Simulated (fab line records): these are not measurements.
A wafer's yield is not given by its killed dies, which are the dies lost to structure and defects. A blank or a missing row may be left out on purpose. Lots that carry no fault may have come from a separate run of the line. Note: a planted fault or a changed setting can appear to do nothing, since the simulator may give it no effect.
One fault seen from 2 desks || flow berkeleyCmos170 || numbers are kept per desk, each desk with only its own; the story behind them comes last

## THE TOOL OWNER'S DESK: furnace-02
The tool's own readings at UCB170_ACTIVE_OXIDATION_02 (target thk 26.4 nm, ox time 1260 s): means of the sampled wafers that have a number, for each lot that ran on this tool. Marked OUT: a lot whose mean sits more than 4 standard deviations from the usual mean, which makes it out of limits; the brackets give that distance.
Columns: A = spikeTcSourceC at UCB170_ACTIVE_OXIDATION_02, usual 1025.0 C
{"lot": "L635", "first seen here": "day 5 06:43", "A": 1025.6}
{"lot": "L636", "first seen here": "day 5 06:43", "A": 1026.1}
{"lot": "L638", "first seen here": "day 6 05:41", "A": 1025.3}
{"lot": "L640", "first seen here": "day 6 05:41", "A": 1025.3}
{"lot": "L641", "first seen here": "day 6 15:58", "A": 1025.5}
{"lot": "L642", "first seen here": "day 7 02:53", "A": 1026.0}
{"lot": "L643", "first seen here": "day 7 02:53", "A": 1025.4}
{"lot": "L644", "first seen here": "day 7 02:53", "A": 1025.9}
{"lot": "L648", "first seen here": "day 8 02:10", "A": 1024.6}
{"lot": "L649", "first seen here": "day 8 02:10", "A": 1024.2}
{"lot": "L650", "first seen here": "day 8 02:10", "A": 1026.1}
This desk's finding: nothing out of limits on any of the 11 lots.

## FROM THE METROLOGY DESK
What the gauges read, lot by lot, whatever tool the lot ran on: means of the sampled wafers that have a number. Marked OUT: a lot whose mean sits more than 4 standard deviations from the usual mean, which makes it out of limits; the brackets give that distance.
Columns: A = ACTIVE_OXIDE_THK at UCB170_ACTIVE_THK_MEAS_03, usual 26.4 nm
{"lot": "L631", "first seen here": "day 4 17:31", "A": 26.8}
{"lot": "L634", "first seen here": "day 5 00:00", "A": 25.6}
{"lot": "L635", "first seen here": "day 5 08:04", "A": 26.4}
{"lot": "L636", "first seen here": "day 5 08:04", "A": 26.1}
{"lot": "L637", "first seen here": "day 5 15:05", "A": 26.4}
{"lot": "L638", "first seen here": "day 6 07:03", "A": 25.9}
{"lot": "L640", "first seen here": "day 6 07:03", "A": 26.1}
{"lot": "L641", "first seen here": "day 6 17:20", "A": 25.6}
{"lot": "L642", "first seen here": "day 7 04:14", "A": 26.3}
{"lot": "L643", "first seen here": "day 7 04:14", "A": 27.2}
{"lot": "L644", "first seen here": "day 7 04:14", "A": 26.6}
{"lot": "L648", "first seen here": "day 8 03:32", "A": "37.5 (+21) OUT"}
{"lot": "L649", "first seen here": "day 8 03:32", "A": "38.5 (+23) OUT"}
{"lot": "L650", "first seen here": "day 8 03:32", "A": "37.8 (+22) OUT"}
{"lot": "L654", "first seen here": "day 9 09:12", "A": 26.7}
This desk reports L648, L649, L650 out of limits; the earliest was L648 at day 8 03:32 (ACTIVE_OXIDE_THK at UCB170_ACTIVE_THK_MEAS_03). Within limits: L631, L634, L635, L636, L637, L638, L640, L641, L642, L643, L644, L654.

## PUT TOGETHER
Metrology desk: alarm possible at day 8 03:32 on L648, L649, L650.
The tool owner's desk saw nothing out of limits.
Tool owner's desk: L648, L649, L650 on record, inside its limits.
On furnace-02, each named lot ran UCB170_ACTIVE_OXIDATION_02.

## WHAT WAS PUT IN BY THE SIMULATOR
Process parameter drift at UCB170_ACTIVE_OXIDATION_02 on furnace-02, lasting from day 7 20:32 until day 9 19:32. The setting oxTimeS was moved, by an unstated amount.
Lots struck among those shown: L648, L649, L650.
Hours from the fault's start to each desk's first reading out of limits: the metrology desk, 7.
